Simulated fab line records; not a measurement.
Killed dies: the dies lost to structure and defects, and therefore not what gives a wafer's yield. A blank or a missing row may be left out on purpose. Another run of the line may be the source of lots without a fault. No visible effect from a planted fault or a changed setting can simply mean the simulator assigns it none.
fab line records | flow berkeleyCmos170 | part 1 of 2: steps 1 to 36 of 44
record lots=6 | wafers=18 | lastDay=12
route steps=331 shown V1@260 M2@271 V2@292 M3@331
lots untouched by any fault: they come from a run of this same line in which no faults occurred
startH: start of the lot's first displayed wafer, in hours after the record's first day | waitH: how many hours have passed since the lot's step before this one | " unchanged from the row above | L1.1+2: several wafers, shown together as one row | - value missing, or start not given | * or withheld: withheld | < > ~ a bound
route shown NAME@n: a module of which the file shows steps, and the number in the route of the first | usual: the fault-free wafers' mean and standard deviation | same: alike in all rows | chamber/n: place in a boat | sites: per-site readings | _std_site: standard deviation of those values | _edge_site: outer sites' mean less inner sites' | radiusMm: how far each site lies from the wafer's centre | mask NAME#n: copy n | behind: the last tool/chamber to shape the wafer | hold: what put the lot on hold/how long, in hours/how the hold closed | device: whichever transistor did not switch (one of n, p or np) | end of line: the tests these same wafers got at the end of their route | where a step has no rows: the recipe by itself | killed: dies lost to structure and defects at the first sort, not the wafer's yield | map: dies across one wafer; x = killed, . = not, _ = none there
set.NAME: the setting that was run; set.NAME@STEP: the one run at that earlier step | model.NAME: the simulator's own value behind a step, which no gauge read
lots at some steps of the route; a table a step, a row a wafer
services: when a tool's chamber went out of use (startH, in hours from the record's first day, below 0 if earlier), for how many hours, and the reason
## steps
# step UCB170_V1_HMDS_06
# recipe primeTimeS=60 | primeTempC=100
# step UCB170_V1_COAT_07
# recipe resist=KrF | spinRpm=1500 | resistThkNm=900
# step UCB170_V1_SOFTBAKE_08
# recipe resist=KrF | tempC=130 | timeS=60
# step UCB170_V1_EXPOSE_09
# recipe maskId=VIA1 | targetCdNm=700 | na=0.5 | sigmaOuter=0.6 | sourceShape=conventional | doseMj=37
# step UCB170_V1_PEB_10
# recipe pebTempC=130 | pebTimeS=withheld | resist=KrF
# step UCB170_V1_DEVELOP_11
# recipe developer=TMAH | developTimeS=45 | resist=KrF | devTempC=21
# step UCB170_V1_CD_MEAS_12
# recipe targetCdNm=700
# usual cdNm=699.9/1.4
lot.wafer | tool     | chamber | startH | waitH | cdNm
L504.1    | cdSem-02 | -       | 175.40 | -     | 698.5
L504.4    | "        | -       | "      | "     | 700.6
L504.5    | "        | -       | "      | "     | 698.0
L510.2    | cdSem-02 | -       | 210.42 | -     | 697.9
L510.5    | "        | -       | "      | "     | 697.2
L510.6    | "        | -       | "      | "     | 697.5
L514.1    | cdSem-01 | -       | 235.17 | -     | 698.7
L514.4    | "        | -       | "      | "     | 697.8
L514.6    | "        | -       | "      | "     | 697.6
L515.3    | cdSem-02 | -       | 237.98 | -     | 698.6
L515.4    | "        | -       | "      | "     | 698.4
L515.6    | "        | -       | "      | "     | 700.5
L517.2    | cdSem-02 | -       | 259.73 | -     | 698.8
L517.3    | "        | -       | "      | "     | 699.7
L517.6    | "        | -       | "      | "     | 699.8
L525.3    | cdSem-01 | -       | 283.32 | -     | 700.9
L525.4    | "        | -       | "      | "     | 699.6
L525.6    | "        | -       | "      | "     | 701.3
# step UCB170_V1_OVL_MEAS_13
# usual V1_OVL=-3/4.9
lot.wafer | tool       | chamber | startH | waitH | V1_OVL[nm]
L504.1    | overlay-02 | -       | 175.52 | 0.1   | -5
L504.4    | "          | -       | "      | "     | -6
L504.5    | "          | -       | "      | "     | -5
L510.2    | overlay-02 | -       | 210.53 | 0.1   | -4
L510.5    | "          | -       | "      | "     | -8
L510.6    | "          | -       | "      | "     | -6
L514.1    | overlay-01 | -       | 235.29 | 0.1   | -10
L514.4    | "          | -       | "      | "     | -8
L514.6    | "          | -       | "      | "     | -12
L515.3    | overlay-02 | -       | 238.07 | 0.1   | 0
L515.4    | "          | -       | "      | "     | -2
L515.6    | "          | -       | "      | "     | -1
L517.2    | overlay-02 | -       | 259.85 | 0.1   | -1
L517.3    | "          | -       | "      | "     | 2
L517.6    | "          | -       | "      | "     | -3
L525.3    | overlay-01 | -       | 283.41 | 0.1   | -9
L525.4    | "          | -       | "      | "     | -2
L525.6    | "          | -       | "      | "     | -5
# step UCB170_V1_ETCH_14
# recipe chemistry=CHF3/CF4/Ar | target=SiO2 | stopOn=Al | CHF3_flow_sccm=45 | cf4FlowSccm=15 | Ar_flow_sccm=150 | pressureMtorr=200 | rfW=712.9 | targetDepthA=12500 | overEtchFrac=0.25 | timeS=291
# step UCB170_V1_STRIP_15
# recipe chemistry=O2 | powerW=400 | pressureMtorr=3500 | platenTempC=withheld | o2FlowSccm=400 | overashFraction=0.5
# usual drypumpMotorCurrentA=5.7/0.57 | o2FlowSccm=400.0/1.3 | oesProductAu=0.722/0.0043 | stripTimeToEndpointS=15.25/0.12
lot.wafer | tool           | chamber | startH | waitH | drypumpMotorCurrentA | o2FlowSccm | oesProductAu | rfHoursCounterH | stripTimeToEndpointS
L504.1    | plasmaAsher-04 | 0       | 175.74 | 0.1   | 6.3                  | 401.7      | 0.717        | 39              | 15.46
L504.4    | "              | 1       | "      | "     | 5.7                  | 400.8      | 0.726        | -               | 15.29
L504.5    | "              | 0       | "      | "     | 6.3                  | 403.3      | 0.720        | -               | 15.49
L510.2    | plasmaAsher-04 | 1       | 210.74 | 0.1   | 5.7                  | 401.1      | 0.726        | 42              | 15.19
L510.5    | "              | 1       | "      | "     | 5.7                  | 399.4      | 0.723        | -               | 15.30
L510.6    | "              | 0       | "      | "     | 6.3                  | 401.5      | 0.724        | -               | 15.30
L514.1    | plasmaAsher-04 | 1       | 235.50 | 0.1   | 5.7                  | 399.8      | 0.726        | 45              | 15.25
L514.4    | "              | 1       | "      | "     | 5.7                  | 400.4      | 0.716        | -               | 15.37
L514.6    | "              | 1       | "      | "     | 5.7                  | 399.8      | 0.716        | -               | 15.28
L515.3    | plasmaAsher-04 | 1       | 238.31 | 0.1   | 5.7                  | 402.5      | 0.723        | -               | 15.43
L515.4    | "              | 0       | "      | "     | 6.3                  | 398.1      | 0.723        | -               | 15.11
L515.6    | "              | 0       | "      | "     | 6.3                  | 399.4      | 0.726        | -               | 15.07
L517.2    | plasmaAsher-02 | 1       | 260.06 | 0.1   | 6.5                  | 400.4      | 0.720        | 53              | 15.27
L517.3    | "              | 0       | "      | "     | 5.7                  | 399.9      | 0.732        | -               | 14.93
L517.6    | "              | 0       | "      | "     | 5.7                  | 400.6      | 0.719        | -               | 15.24
L525.3    | plasmaAsher-03 | 0       | 283.65 | 0.1   | 4.8                  | 398.9      | 0.721        | -               | 15.38
L525.4    | "              | 1       | "      | "     | 5.2                  | 398.3      | 0.728        | -               | 15.33
L525.6    | "              | 0       | "      | "     | 4.8                  | 398.5      | 0.724        | -               | 15.35
# step UCB170_V1_CD_MEAS_90
# recipe targetCdNm=700
# usual cdNm=700.3/1.6
lot.wafer | tool     | chamber | startH | waitH | cdNm
L504.1    | cdSem-01 | -       | 175.84 | 0.1   | 698.5
L504.4    | "        | -       | "      | "     | 701.6
L504.5    | "        | -       | "      | "     | 698.2
L510.2    | cdSem-01 | -       | 210.91 | 0.1   | 699.0
L510.5    | "        | -       | "      | "     | 698.3
L510.6    | "        | -       | "      | "     | 698.5
L514.1    | cdSem-02 | -       | 235.60 | 0.1   | 699.0
L514.4    | "        | -       | "      | "     | 698.3
L514.6    | "        | -       | "      | "     | 698.3
L515.3    | cdSem-02 | -       | 238.41 | 0.1   | 698.6
L515.4    | "        | -       | "      | "     | 699.4
L515.6    | "        | -       | "      | "     | 701.8
L517.2    | cdSem-02 | -       | 260.18 | 0.1   | 698.1
L517.3    | "        | -       | "      | "     | 699.1
L517.6    | "        | -       | "      | "     | 700.3
L525.3    | cdSem-01 | -       | 283.76 | 0.1   | 700.8
L525.4    | "        | -       | "      | "     | 700.0
L525.6    | "        | -       | "      | "     | 702.5
# step UCB170_M2_PRE_CLEAN_00
# recipe gas=Ar | precleanEtchTimeS=60
# step UCB170_M2_SPUTTER_01
# recipe material=Al | targetThkNm=900 | timeS=120 | powerW=6000 | chamberPressurePa=0.5
# usual throttleValvePct=30.0/1.2
lot.wafer | tool          | chamber | startH | waitH | throttleValvePct | model.Al_of_M2_SPUTTER_01.thkNm
L504.1    | pvdSputter-03 | -       | 176.02 | 0.0   | 29.2             | 890.4
L504.4    | "             | -       | "      | "     | 30.1             | 898.5
L504.5    | "             | -       | "      | "     | 30.0             | 899.6
L510.2    | pvdSputter-03 | -       | 211.08 | 0.0   | 31.9             | 711
L510.5    | "             | -       | "      | "     | 29.9             | 708.1
L510.6    | "             | -       | "      | "     | 29.3             | 692.7
L514.1    | pvdSputter-04 | -       | 235.79 | 0.0   | 30.6             | 905.1
L514.4    | "             | -       | "      | "     | 28.7             | 900.9
L514.6    | "             | -       | "      | "     | 30.5             | 905.8
L515.3    | pvdSputter-03 | -       | 238.56 | 0.0   | 31.6             | 683.5
L515.4    | "             | -       | "      | "     | 29.9             | 669.9
L515.6    | "             | -       | "      | "     | 30.1             | 677.3
L517.2    | pvdSputter-02 | -       | 260.34 | 0.0   | 28.0             | 884.6
L517.3    | "             | -       | "      | "     | 28.2             | 896.4
L517.6    | "             | -       | "      | "     | 28.1             | 892.1
L525.3    | pvdSputter-02 | -       | 283.90 | 0.0   | 28.1             | 894
L525.4    | "             | -       | "      | "     | 28.4             | 888
L525.6    | "             | -       | "      | "     | 31.4             | 904.6
# step UCB170_M2_RS_MEAS_02
# recipe thkMeasGauge=four-point-probe | reads=Al_of_M2_SPUTTER_01
# usual M2_AL_RS=0.0322/0.00035
lot.wafer | tool         | chamber | startH | waitH | M2_AL_RS[ohm/sq]
L504.1    | filmMetro-02 | -       | 176.11 | 0.0   | 0.0325
L504.4    | "            | -       | "      | "     | 0.0322
L504.5    | "            | -       | "      | "     | 0.0321
L510.2    | filmMetro-01 | -       | 211.18 | 0.1   | 0.0408
L510.5    | "            | -       | "      | "     | 0.0409
L510.6    | "            | -       | "      | "     | 0.0419
L514.1    | filmMetro-03 | -       | 235.87 | 0.0   | 0.0320
L514.4    | "            | -       | "      | "     | 0.0322
L514.6    | "            | -       | "      | "     | 0.0320
L515.3    | filmMetro-02 | -       | 238.68 | 0.1   | 0.0424
L515.4    | "            | -       | "      | "     | 0.0434
L515.6    | "            | -       | "      | "     | 0.0429
L517.2    | filmMetro-03 | -       | 260.45 | 0.1   | 0.0328
L517.3    | "            | -       | "      | "     | 0.0323
L517.6    | "            | -       | "      | "     | 0.0325
L525.3    | filmMetro-02 | -       | 284.03 | 0.1   | 0.0324
L525.4    | "            | -       | "      | "     | 0.0326
L525.6    | "            | -       | "      | "     | 0.0320
# step UCB170_M2_THK_MEAS_03
# recipe thkMeasGauge=xrf | reads=Al_of_M2_SPUTTER_01
# usual M2_AL_THK=870/9.8
lot.wafer | tool         | chamber | startH | waitH | M2_AL_THK[nm]
L504.1    | filmMetro-02 | -       | 176.23 | 0.1   | 861
L504.4    | "            | -       | "      | "     | 864
L504.5    | "            | -       | "      | "     | 866
L510.2    | filmMetro-01 | -       | 211.29 | 0.1   | 685
L510.5    | "            | -       | "      | "     | 687
L510.6    | "            | -       | "      | "     | 669
L514.1    | filmMetro-03 | -       | 235.99 | 0.1   | 880
L514.4    | "            | -       | "      | "     | 873
L514.6    | "            | -       | "      | "     | 878
L515.3    | filmMetro-02 | -       | 238.78 | 0.1   | 661
L515.4    | "            | -       | "      | "     | 651
L515.6    | "            | -       | "      | "     | 660
L517.2    | filmMetro-03 | -       | 260.56 | 0.1   | 861
L517.3    | "            | -       | "      | "     | 869
L517.6    | "            | -       | "      | "     | 867
L525.3    | filmMetro-02 | -       | 284.13 | 0.1   | 869
L525.4    | "            | -       | "      | "     | 864
L525.6    | "            | -       | "      | "     | 876
# step UCB170_M2_HMDS_04
# recipe primeTimeS=60 | primeTempC=100
# step UCB170_M2_COAT_05
# recipe resist=KrF | spinRpm=1500 | resistThkNm=900
# step UCB170_M2_SOFTBAKE_06
# recipe resist=KrF | tempC=130 | timeS=60
# step UCB170_M2_STRIP_07
# recipe chemistry=O2 | powerW=400 | pressureMtorr=3500 | platenTempC=withheld | o2FlowSccm=400 | overashFraction=0.5
# usual drypumpMotorCurrentA=5.6/0.53 | o2FlowSccm=400.0/1.3 | oesProductAu=0.735/0.0046 | stripTimeToEndpointS=22.00/0.062
lot.wafer | tool           | chamber | startH | waitH | drypumpMotorCurrentA | o2FlowSccm | oesProductAu | rfHoursCounterH | stripTimeToEndpointS
L504.1    | plasmaAsher-01 | 0       | 176.74 | 0.1   | 5.9                  | 399.5      | 0.743        | 6               | 21.91
L504.4    | "              | 1       | "      | "     | 6.0                  | 399.8      | 0.731        | -               | 21.97
L504.5    | "              | 0       | "      | "     | 5.9                  | 402.4      | 0.732        | -               | 21.96
L510.2    | plasmaAsher-02 | 1       | 212.11 | 0.1   | 6.5                  | 400.4      | 0.734        | 48              | 22.04
L510.5    | "              | 0       | "      | "     | 5.7                  | 401.5      | 0.735        | -               | 22.02
L510.6    | "              | 1       | "      | "     | 6.5                  | 401.6      | 0.732        | -               | 22.09
L514.1    | plasmaAsher-03 | 0       | 236.77 | 0.1   | 4.8                  | 400.4      | 0.740        | 46              | 21.93
L514.4    | "              | 1       | "      | "     | 5.2                  | 401.9      | 0.737        | -               | 21.92
L514.6    | "              | 0       | "      | "     | 4.8                  | 403.2      | 0.743        | -               | 21.92
L515.3    | plasmaAsher-02 | 1       | 239.92 | 0.1   | 6.4                  | 398.1      | 0.737        | -               | 21.99
L515.4    | "              | 0       | "      | "     | 5.7                  | 399.9      | 0.734        | -               | 21.97
L515.6    | "              | 0       | "      | "     | 5.7                  | 401.6      | 0.730        | -               | 21.98
L517.2    | plasmaAsher-01 | 0       | 261.31 | 0.1   | 5.9                  | 400.1      | 0.738        | 16              | 21.96
L517.3    | "              | 1       | "      | "     | 6.0                  | 398.8      | 0.735        | -               | 22.01
L517.6    | "              | 1       | "      | "     | 6.0                  | 400.6      | 0.730        | -               | 21.98
L525.3    | plasmaAsher-03 | 0       | 284.65 | 0.1   | 4.8                  | 400.6      | 0.737        | -               | 22.02
L525.4    | "              | 1       | "      | "     | 5.2                  | 402.6      | 0.736        | -               | 22.01
L525.6    | "              | 0       | "      | "     | 4.8                  | 399.6      | 0.738        | -               | 21.98
# step UCB170_M2_STRIP_08
# recipe chemistry=DMSO | tempC=80 | timeS=600 | material=KrF
# step UCB170_M2_COAT_09
# recipe resist=BARC | tempC=withheld | timeS=withheld | spinRpm=3000 | resistThkNm=withheld
# step UCB170_M2_COAT_10
# recipe resist=KrF | spinRpm=1500 | resistThkNm=900
# step UCB170_M2_SOFTBAKE_11
# recipe resist=KrF | tempC=130 | timeS=60
# step UCB170_M2_EXPOSE_12
# recipe maskId=METAL2 | targetCdNm=700 | na=0.5 | sigmaOuter=0.6 | sourceShape=conventional | doseMj=26
# step UCB170_M2_PEB_13
# recipe pebTempC=130 | pebTimeS=withheld | resist=KrF
# step UCB170_M2_DEVELOP_14
# recipe developer=TMAH | developTimeS=45 | resist=KrF | devTempC=21
# step UCB170_M2_CD_MEAS_15
# recipe targetCdNm=700
# usual cdNm=699.7/1.3
lot.wafer | tool     | chamber | startH | waitH | cdNm
L504.1    | cdSem-01 | -       | 178.19 | -     | 699.4
L504.4    | "        | -       | "      | "     | 699.4
L504.5    | "        | -       | "      | "     | 698.9
L510.2    | cdSem-02 | -       | 216.73 | -     | 701.0
L510.5    | "        | -       | "      | "     | 701.4
L510.6    | "        | -       | "      | "     | 701.6
L514.1    | cdSem-01 | -       | 238.28 | -     | 701.8
L514.4    | "        | -       | "      | "     | 700.9
L514.6    | "        | -       | "      | "     | 700.9
L515.3    | cdSem-01 | -       | 241.29 | -     | 699.1
L515.4    | "        | -       | "      | "     | 698.8
L515.6    | "        | -       | "      | "     | 699.7
L517.2    | cdSem-01 | -       | 262.68 | -     | 698.4
L517.3    | "        | -       | "      | "     | 698.0
L517.6    | "        | -       | "      | "     | 698.2
L525.3    | cdSem-02 | -       | 285.79 | -     | 701.4
L525.4    | "        | -       | "      | "     | 701.3
L525.6    | "        | -       | "      | "     | 700.2
# step UCB170_M2_OVL_MEAS_16
# usual M2_OVL=2/5
lot.wafer | tool       | chamber | startH | waitH | M2_OVL[nm]
L504.1    | overlay-02 | -       | 178.31 | 0.1   | 2
L504.4    | "          | -       | "      | "     | -4
L504.5    | "          | -       | "      | "     | 7
L510.2    | overlay-01 | -       | 216.84 | 0.1   | -3
L510.5    | "          | -       | "      | "     | 9
L510.6    | "          | -       | "      | "     | -2
L514.1    | overlay-01 | -       | 238.40 | 0.1   | -1
L514.4    | "          | -       | "      | "     | 3
L514.6    | "          | -       | "      | "     | -1
L515.3    | overlay-02 | -       | 241.38 | 0.1   | 5
L515.4    | "          | -       | "      | "     | 4
L515.6    | "          | -       | "      | "     | 11
L517.2    | overlay-01 | -       | 262.79 | 0.1   | -5
L517.3    | "          | -       | "      | "     | -9
L517.6    | "          | -       | "      | "     | -3
L525.3    | overlay-02 | -       | 285.88 | 0.1   | 2
L525.4    | "          | -       | "      | "     | 1
L525.6    | "          | -       | "      | "     | -2
# step UCB170_M2_ETCH_17
# recipe chemistry=N2/H2 | targetDepthA=withheld | overetchA=withheld | target=BARC | timeS=withheld | sourceW=500 | biasW=100 | pressureMtorr=28.85 | n2FlowSccm=100 | h2FlowSccm=200
# usual drypumpMotorCurrentA=5.8/0.53 | oesProductAu=1.011/0.019 | throttleValvePct=13.66/0.11
lot.wafer | tool       | chamber | startH | waitH | drypumpMotorCurrentA | oesProductAu | throttleValvePct
L504.1    | rieDiel-04 | 3       | 178.34 | 0.0   | 6.0                  | 1.025        | 13.63
L504.4    | "          | 2       | "      | "     | 4.9                  | 1.006        | 13.77
L504.5    | "          | 2       | "      | "     | 4.9                  | 1.007        | 13.75
L510.2    | rieDiel-01 | 2       | 216.87 | 0.0   | 5.1                  | 0.972        | 13.60
L510.5    | "          | 0       | "      | "     | 6.5                  | 1.026        | 13.88
L510.6    | "          | 3       | "      | "     | 6.3                  | 1.010        | 13.55
L514.1    | rieDiel-01 | 1       | 238.44 | 0.0   | 5.0                  | 1.000        | 13.59
L514.4    | "          | 0       | "      | "     | 6.5                  | 1.004        | 13.89
L514.6    | "          | 0       | "      | "     | 6.5                  | 1.023        | 13.87
L515.3    | rieDiel-04 | 0       | 241.40 | 0.0   | 5.5                  | 1.010        | 13.61
L515.4    | "          | 1       | "      | "     | 5.7                  | 1.045        | 13.71
L515.6    | "          | 1       | "      | "     | 5.7                  | 1.048        | 13.70
L517.2    | rieDiel-03 | 3       | 262.82 | 0.0   | 6.3                  | 1.003        | 13.53
L517.3    | "          | 0       | "      | "     | 6.0                  | 1.007        | 13.73
L517.6    | "          | 0       | "      | "     | 6.0                  | 1.000        | 13.72
L525.3    | rieDiel-04 | 3       | 285.91 | 0.0   | 6.0                  | 1.027        | 13.63
L525.4    | "          | 2       | "      | "     | 4.9                  | 0.995        | 13.70
L525.6    | "          | 3       | "      | "     | 6.0                  | 1.027        | 13.65
# step UCB170_M2_METAL_ETCH_18
# recipe chemistry=Cl2/BCl3 | target=Al | stopOn=SiO2 | pressureMtorr=12 | targetDepthA=11700 | overEtchFrac=0.3 | timeS=195 | icpW=600 | biasW=120 | Cl2_flow_sccm=90 | bcl3FlowSccm=45
# usual drypumpMotorCurrentA=5.7/0.33 | oesProductAu=0.845/0.017 | throttleValvePct=24.4/0.4
lot.wafer | tool        | chamber | startH | waitH | drypumpMotorCurrentA | oesProductAu | rfHoursCounterH | throttleValvePct
L504.1    | rieMetal-03 | 0       | 178.38 | -     | 6.4                  | 0.827        | 11              | 24.5
L504.4    | "           | 0       | "      | "     | 6.4                  | 0.831        | -               | 24.5
L504.5    | "           | 1       | "      | "     | 5.7                  | 0.825        | -               | 24.9
L510.2    | rieMetal-04 | 1       | 216.91 | -     | 5.4                  | 0.766        | 2               | 24.3
L510.5    | "           | 0       | "      | "     | 5.4                  | 0.749        | -               | 24.9
L510.6    | "           | 1       | "      | "     | 5.5                  | 0.760        | -               | 24.3
L514.1    | rieMetal-01 | 1       | 238.48 | -     | 5.9                  | 0.841        | 1               | 24.2
L514.4    | "           | 1       | "      | "     | 5.8                  | 0.832        | -               | 24.2
L514.6    | "           | 0       | "      | "     | 5.5                  | 0.860        | -               | 23.8
L515.3    | rieMetal-04 | 0       | 241.51 | -     | 5.4                  | 0.740        | -               | 24.9
L515.4    | "           | 1       | "      | "     | 5.5                  | 0.746        | -               | 24.3
L515.6    | "           | 0       | "      | "     | 5.4                  | 0.730        | -               | 24.9
L517.2    | rieMetal-01 | 1       | 262.86 | -     | 5.8                  | 0.835        | 1               | 24.2
L517.3    | "           | 0       | "      | "     | 5.5                  | 0.864        | -               | 23.7
L517.6    | "           | 0       | "      | "     | 5.5                  | 0.853        | -               | 23.7
L525.3    | rieMetal-03 | 0       | 286.01 | -     | 6.4                  | 0.854        | -               | 24.4
L525.4    | "           | 1       | "      | "     | 5.7                  | 0.831        | -               | 24.9
L525.6    | "           | 0       | "      | "     | 6.4                  | 0.859        | -               | 24.4
# step UCB170_M2_STRIP_19
# recipe chemistry=O2 | powerW=400 | pressureMtorr=3500 | platenTempC=withheld | o2FlowSccm=400 | overashFraction=0.5
# usual drypumpMotorCurrentA=5.6/0.54 | o2FlowSccm=399.9/1.2 | oesProductAu=0.540/0.017
lot.wafer | tool           | chamber | startH | waitH | drypumpMotorCurrentA | o2FlowSccm | oesProductAu | rfHoursCounterH
L504.1    | plasmaAsher-02 | 1       | 178.57 | 0.1   | 6.5                  | 400.5      | 0.525        | 44
L504.4    | "              | 1       | "      | "     | 6.5                  | 399.6      | 0.520        | -
L504.5    | "              | 1       | "      | "     | 6.5                  | 402.4      | 0.529        | -
L510.2    | plasmaAsher-02 | 0       | 217.10 | 0.1   | 5.7                  | 400.4      | 0.561        | 48
L510.5    | "              | 0       | "      | "     | 5.7                  | 399.1      | 0.567        | -
L510.6    | "              | 1       | "      | "     | 6.5                  | 399.5      | 0.560        | -
L514.1    | plasmaAsher-01 | 0       | 238.67 | 0.1   | 5.9                  | 400.9      | 0.523        | 13
L514.4    | "              | 1       | "      | "     | 6.0                  | 397.5      | 0.527        | -
L514.6    | "              | 1       | "      | "     | 6.0                  | 399.6      | 0.545        | -
L515.3    | plasmaAsher-02 | 1       | 241.67 | 0.1   | 6.5                  | 400.4      | 0.577        | -
L515.4    | "              | 0       | "      | "     | 5.7                  | 399.3      | 0.556        | -
L515.6    | "              | 1       | "      | "     | 6.5                  | 400.4      | 0.571        | -
L517.2    | plasmaAsher-03 | 1       | 263.05 | 0.1   | 5.1                  | 397.9      | 0.533        | 49
L517.3    | "              | 0       | "      | "     | 4.8                  | 401.0      | 0.535        | -
L517.6    | "              | 1       | "      | "     | 5.2                  | 399.0      | 0.535        | -
L525.3    | plasmaAsher-03 | 0       | 286.17 | 0.1   | 4.8                  | 401.7      | 0.542        | -
L525.4    | "              | 1       | "      | "     | 5.2                  | 402.4      | 0.527        | -
L525.6    | "              | 1       | "      | "     | 5.2                  | 400.1      | 0.550        | -
# step UCB170_M2_CD_MEAS_90
# recipe targetCdNm=700
# usual cdNm=699/3.9
lot.wafer | tool     | chamber | startH | waitH | cdNm
L504.1    | cdSem-01 | -       | 178.67 | 0.1   | 700
L504.4    | "        | -       | "      | "     | 698
L504.5    | "        | -       | "      | "     | 698
L510.2    | cdSem-01 | -       | 217.22 | 0.1   | 703
L510.5    | "        | -       | "      | "     | 708
L510.6    | "        | -       | "      | "     | 703
L514.1    | cdSem-01 | -       | 238.77 | 0.1   | 703
L514.4    | "        | -       | "      | "     | 703
L514.6    | "        | -       | "      | "     | 701
L515.3    | cdSem-01 | -       | 241.77 | 0.1   | 702
L515.4    | "        | -       | "      | "     | 702
L515.6    | "        | -       | "      | "     | 703
L517.2    | cdSem-02 | -       | 263.17 | 0.1   | 700
L517.3    | "        | -       | "      | "     | 693
L517.6    | "        | -       | "      | "     | 694
L525.3    | cdSem-01 | -       | 286.28 | 0.1   | 708
L525.4    | "        | -       | "      | "     | 694
L525.6    | "        | -       | "      | "     | 703
# step UCB170_V2_CVD_00
# recipe material=SiO2 | targetThkNm=2000 | tempC=390 | precursor=TEOS/O2 | timeS=250 | rfW=550 | pressureMtorr=9000
# step UCB170_V2_THK_MEAS_01
# recipe reads=SiO2_of_V2_CVD_00
# usual V2_TEOS_THK=1998/27
lot.wafer | tool         | chamber | startH | waitH | V2_TEOS_THK[nm]
L504.1    | filmMetro-01 | -       | 178.95 | 0.1   | 1962
L504.4    | "            | -       | "      | "     | 1981
L504.5    | "            | -       | "      | "     | 1959
L510.2    | filmMetro-04 | -       | 217.48 | 0.1   | 2004
L510.5    | "            | -       | "      | "     | 2019
L510.6    | "            | -       | "      | "     | 2017
L514.1    | filmMetro-04 | -       | 239.05 | 0.1   | 1967
L514.4    | "            | -       | "      | "     | 2020
L514.6    | "            | -       | "      | "     | 1969
L515.3    | filmMetro-03 | -       | 242.03 | 0.1   | 1945
L515.4    | "            | -       | "      | "     | 1995
L515.6    | "            | -       | "      | "     | 2022
L517.2    | filmMetro-01 | -       | 263.43 | 0.1   | 2008
L517.3    | "            | -       | "      | "     | 2000
L517.6    | "            | -       | "      | "     | 2038
L525.3    | filmMetro-03 | -       | 286.53 | 0.1   | 1998
L525.4    | "            | -       | "      | "     | 2036
L525.6    | "            | -       | "      | "     | 2032
# step UCB170_V2_CMP_02
# recipe material=SiO2 | downForcePsi=6 | platenRpm=60 | padVelocityMS=0.75398
# usual motorCurrentA=16.3/1.5 | platenRpm=60.00/0.043 | retainingRingPressureFrac=1.000/0.0053
lot.wafer | tool   | chamber | startH | waitH | motorCurrentA | platenRpm | retainingRingPressureFrac
L504.1    | cmp-02 | 0       | 179.01 | 0.1   | 14.8          | 60.00     | 1.003
L504.4    | "      | 3       | "      | "     | 19.0          | 60.01     | 0.988
L504.5    | "      | 1       | "      | "     | 15.0          | 59.99     | 1.006
L510.2    | cmp-02 | 0       | 217.68 | 0.2   | 16.5          | 60.00     | 0.999
L510.6    | "      | 1       | "      | "     | 14.2          | 60.01     | 1.003
L510.5    | "      | 2       | "      | "     | 16.7          | 60.08     | 0.983
L514.1    | cmp-02 | 2       | 239.16 | 0.1   | 16.5          | 59.97     | 0.998
L514.4    | "      | 3       | "      | "     | 18.6          | 60.04     | 0.995
L514.6    | "      | 2       | "      | "     | 16.1          | 60.00     | 1.000
L515.3    | cmp-02 | 2       | 242.12 | 0.1   | 15.9          | 59.95     | 0.997
L515.4    | "      | 3       | "      | "     | 19.1          | 60.02     | 1.002
L515.6    | "      | 1       | "      | "     | 14.6          | 60.00     | 0.998
L517.2    | cmp-02 | 3       | 263.53 | 0.1   | 20.0          | 59.98     | 1.004
L517.3    | "      | 0       | "      | "     | 15.6          | 60.07     | 0.993
L517.6    | "      | 3       | "      | "     | 19.2          | 60.01     | 1.001
L525.4    | cmp-02 | 0       | 286.67 | 0.1   | 16.2          | 59.90     | 1.008
L525.3    | "      | 1       | "      | "     | 14.1          | 59.95     | 1.000
L525.6    | "      | 3       | "      | "     | 18.0          | 59.99     | 0.993
# step UCB170_V2_BOW_MEAS_03
# recipe mode=bow
# usual V2_BOW=36/6.2
lot.wafer | tool         | chamber | startH | waitH | V2_BOW[um]
L504.1    | filmMetro-03 | -       | 179.31 | 0.2   | 31
L504.4    | "            | -       | "      | "     | 29
L504.5    | "            | -       | "      | "     | 44
L510.2    | filmMetro-01 | -       | 217.85 | 0.1   | 30
L510.5    | "            | -       | "      | "     | 42
L510.6    | "            | -       | "      | "     | 40
L514.1    | filmMetro-01 | -       | 239.41 | 0.2   | 30
L514.4    | "            | -       | "      | "     | 31
L514.6    | "            | -       | "      | "     | 32
L515.3    | filmMetro-04 | -       | 242.41 | 0.2   | 39
L515.4    | "            | -       | "      | "     | 36
L515.6    | "            | -       | "      | "     | 37
L517.2    | filmMetro-04 | -       | 263.80 | 0.2   | 50
L517.3    | "            | -       | "      | "     | 41
L517.6    | "            | -       | "      | "     | 31
L525.3    | filmMetro-03 | -       | 286.91 | 0.1   | 34
L525.4    | "            | -       | "      | "     | 40
L525.6    | "            | -       | "      | "     | 31
## key
firstSign step=UCB170_M2_RS_MEAS_02 | reading=M2_AL_RS | direction=up | sigmas=28 | usual=0.0322 | struck=0.0420
effect step=UCB170_M2_THK_MEAS_03 | reading=M2_AL_THK | direction=down | sigmas=20 | usual=870 | struck=669
effect step=UCB170_M2_METAL_ETCH_18 | reading=oesProductAu | direction=down | sigmas=5.7 | usual=0.845 | struck=0.748
modelEffect step=UCB170_M2_SPUTTER_01 | value=Al_of_M2_SPUTTER_01.thkNm | without=903.7 | struck=690.4
modelEffect step=UCB170_V2_ETCH_14 | value=Al_of_M2_SPUTTER_01.thkNm | without=906 | struck=692.7
modelEffect step=UCB170_M3_PROBE_99 | value=etest.antennaM2.vtShiftV | without=-0.01116 | struck=-0.016
metAt UCB170_M2_SPUTTER_01
struckWafers L510.2,L510.5,L510.6,L515.3,L515.4,L515.6
onsetBetween 176.02 211.08
fault kind=processParameterDrift | tool=pvdSputter-03 | chamber=- | onsetH=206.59 | steps=UCB170_M2_SPUTTER_01 | channel=targetThkNm | offset=-213.3 | shape=step | endH=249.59 | actsIn=theseRecipesOnly | stated=900
